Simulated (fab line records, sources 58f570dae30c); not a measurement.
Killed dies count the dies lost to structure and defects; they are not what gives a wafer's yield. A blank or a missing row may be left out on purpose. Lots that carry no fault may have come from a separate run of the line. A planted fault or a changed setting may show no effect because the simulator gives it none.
Comparing a struck lot with a sound one ; flow berkeley-cmos170 ; 16 steps out of a route of 331
Sound: wafers L416.2, L416.3, L416.5. Wafers L419.1, L419.5, L419.6 were the ones struck. The cause is named last.
Each step with rows lists, per side, the tool, then ch with its chambers, then its first start. Under that, the readings that differ: sound wafers ; struck wafers ; difference of the means ; sigmas: that difference in standard deviations of wafers without a fault.
alike: readings whose means differ by less than 2 such deviations, and words and numbers that are the same on both sides. not compared: withheld readings, readings that some wafer has no value for, bounds like >300 that may hide the same value, and numbers for which the record gives no deviation and whose values overlap.
The two part at a step that has a row with sigmas, a row that says differs or no value, or rows on one side only. Numbers that have no deviation but don't overlap get no sigmas and don't part them. Lack of a reading on every wafer of one side parts them only where that side has two or more wafers.

UCB170_ACTIVE_THK_MEAS_03:
  sound on film-metro-02, day 6 17:15; struck on film-metro-01, day 7 11:05
  alike: ACTIVE_OXIDE_THK
then, 2 steps without rows for these wafers: UCB170_ACTIVE_ANNEAL_04 (time 900 s); UCB170_ACTIVE_CVD_05 (deposits Si3N4 from SiH2Cl2/NH3, target thk 220 nm, time 3150 s).
UCB170_ACTIVE_THK_MEAS_06:
  sound on film-metro-02, day 7 00:17; struck on film-metro-02, day 7 16:34
  alike: ACTIVE_NITRIDE_THK
then, 6 steps without rows for these wafers: UCB170_ACTIVE_HMDS_07 (prime time 60 s); UCB170_ACTIVE_COAT_08 (resist thk 900 nm); UCB170_ACTIVE_SOFTBAKE_09 (time 60 s); UCB170_ACTIVE_EXPOSE_10 (exposes mask ACTIVE, target cd 1200 nm); UCB170_ACTIVE_PEB_11; UCB170_ACTIVE_DEVELOP_12 (develop time 45 s).
UCB170_ACTIVE_CD_MEAS_13 targets a cd of 1200 nm.
  sound on cd-sem-01, day 7 02:35; struck on cd-sem-01, day 7 18:17
  alike: cd-nm
UCB170_ACTIVE_OVL_MEAS_14:
  sound on overlay-01, day 7 02:42; struck on overlay-01, day 7 18:24
  alike: ACTIVE_OVL
UCB170_ACTIVE_ETCH_15: etches Si3N4 in CH3F/Ar/O2, stops on SiO2, target depth 242 nm, time 151 s.
  sound on rie-diel-01 ch 2,3, day 7 02:45; struck on rie-diel-02 ch 0,2,3, day 7 18:26
  no value came back on the struck wafers for any of 6 readings (CH3F_flow_sccm (sccm), O2_flow_sccm (sccm) and others); on the sound wafers CH3F_flow_sccm (sccm) reads 19.95 20.00 19.94
reading;sound;struck;difference;sigmas
model.KrF_of_ACTIVE_COAT_08.thk-nm (nm);718.8 721.4 720.1;885.4 885.7 886.7;+165.8;
model.SiO2_of_ACTIVE_OXIDATION_02.thk-nm (nm);22.16 22.14 22.87;25.37 25.59 25.57;+3.12;
  not compared: rf-hours-counter-h
UCB170_ACTIVE_STRIP_16: strips in O2.
  sound on plasma-asher-02 ch 0,1, day 7 02:51; struck on plasma-asher-03 ch 0,1, day 7 18:32
reading;sound;struck;difference;sigmas
oes-product-au (a.u.);0.718 0.721 0.723;0.738 0.724 0.739;+0.013;+3
strip-time-to-endpoint-s (s);17.95 18.02 17.99;21.62 21.62 21.65;+3.64;+33
  alike: drypump-motor-current-A
  not compared: rf-hours-counter-h
UCB170_ACTIVE_CD_MEAS_90 targets a cd of 1200 nm.
  sound on cd-sem-01, day 7 02:58; struck on cd-sem-02, day 7 18:38
reading;sound;struck;difference;sigmas
cd-nm (nm);1201.7 1199.8 1201.0;- - -;no value on the struck wafers;
then, 1 step without rows for these wafers: UCB170_ACTIVE_CLEAN_17 (cleans in SPM, time 600 s).

== WHERE THEY PART ==
At UCB170_ACTIVE_ETCH_15 first; at UCB170_ACTIVE_CD_MEAS_90 last (within this record only).

WHY: what the simulator had put in
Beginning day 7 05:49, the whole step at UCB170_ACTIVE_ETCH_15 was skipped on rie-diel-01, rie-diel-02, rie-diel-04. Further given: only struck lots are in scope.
